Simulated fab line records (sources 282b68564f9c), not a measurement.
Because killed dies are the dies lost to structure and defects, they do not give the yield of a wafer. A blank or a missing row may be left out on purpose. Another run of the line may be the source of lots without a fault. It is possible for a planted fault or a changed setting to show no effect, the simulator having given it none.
What tool caused it? + flow rit cmos + 15 lots, 45 wafers sampled, at 2 steps of a route of 202

== WHAT THE GAUGES READ, wafer by wafer ==
RIT_PRETRO_TW_MEAS_10. Usual: for PRETRO_TW the level is 471 and the standard deviation is 5.5.
| lot  | measured    | on            | PRETRO_TW   | flag |
|------|-------------|---------------|-------------|------|
| L179 | day 2 07:46 | film metro-01 | 465 468 466 |      |
| L180 | day 2 12:37 | film metro-02 | 478 479 477 |      |
| L181 | day 2 19:02 | film metro-01 | 464 464 466 |      |
| L182 | day 2 22:06 | film metro-04 | 475 471 473 |      |
| L183 | day 3 04:09 | film metro-02 | 476 476 475 |      |
| L184 | day 3 08:42 | film metro-02 | 475 476 475 |      |
| L185 | day 3 14:29 | film metro-02 | 476 479 477 |      |
| L187 | day 4 00:39 | film metro-01 | 464 463 465 |      |
| L189 | day 4 10:31 | film metro-01 | 466 465 465 |      |
| L192 | day 5 01:05 | film metro-04 | 472 473 473 |      |
| L194 | day 5 10:26 | film metro-01 | 470 464 466 |      |
| L195 | day 5 15:47 | film metro-02 | 480 476 479 |      |
| L196 | day 5 20:29 | film metro-01 | 466 468 467 |      |
| L197 | day 6 02:33 | film metro-01 | 467 467 465 |      |
| L199 | day 6 11:01 | film metro-04 | 475 473 474 |      |

RIT_FOX2_THK_MEAS_91. Usual: for FIELD_OXIDE_LEFT_2_THK the level is 258 nm and the standard deviation is 6.4.
| lot  | measured    | on            | FIELD_OXIDE_LEFT_2_THK (nm) | flag |
|------|-------------|---------------|-----------------------------|------|
| L179 | day 2 08:14 | film metro-04 | 259 259 261                 |      |
| L180 | day 2 13:07 | film metro-01 | 262 268 264                 |      |
| L181 | day 2 19:32 | film metro-04 | 260 255 263                 |      |
| L182 | day 2 22:37 | film metro-04 | 266 266 260                 |      |
| L183 | day 3 04:39 | film metro-01 | 269 264 271                 |      |
| L184 | day 3 09:11 | film metro-04 | 271 272 267                 |      |
| L185 | day 3 14:58 | film metro-03 | 266 267 262                 |      |
| L187 | day 4 01:11 | film metro-04 | 261 260 259                 |      |
| L189 | day 4 11:00 | film metro-01 | 250 248 248                 |      |
| L192 | day 5 01:34 | film metro-03 | 263 258 255                 |      |
| L194 | day 5 10:55 | film metro-01 | 241 249 249                 |      |
| L195 | day 5 16:16 | film metro-01 | 255 257 258                 |      |
| L196 | day 5 20:58 | film metro-03 | 250 253 251                 |      |
| L197 | day 6 03:02 | film metro-04 | 259 254 255                 |      |
| L199 | day 6 11:31 | film metro-03 | 257 252 252                 |      |

== WHICH TOOL RAN EACH LOT (tool, then ch and the chambers of the sampled wafers, then the start) ==
The record holds no process step before these readings.

== AS READ BY THE TOOLS THEMSELVES (means over the sampled wafers that have a number; for cases with no such wafer, the mark the record gives instead) ==
The record holds no such reading with a usual standard deviation.

== THE ANSWER, worked out from the rows above alone ==
Rule: a lot counts as off when the mean over its wafers that have a number is more than 3 standard deviations away from the usual mean. Also off: a lot with no number at a reading for which 4 or more lots have one. Any other lot the step has rows for is counted as sound. Order of review: gauges by route order, followed by the tools' own readings, for which a lot's mean as printed above is used. The first step at which some lot is off is used, and at that step the reading that is off furthest; a lot without a number counts as furthest.
Nothing can be told from this: no lot is off at any reading shown.

== WHAT THE SIMULATOR HAD PUT IN ==
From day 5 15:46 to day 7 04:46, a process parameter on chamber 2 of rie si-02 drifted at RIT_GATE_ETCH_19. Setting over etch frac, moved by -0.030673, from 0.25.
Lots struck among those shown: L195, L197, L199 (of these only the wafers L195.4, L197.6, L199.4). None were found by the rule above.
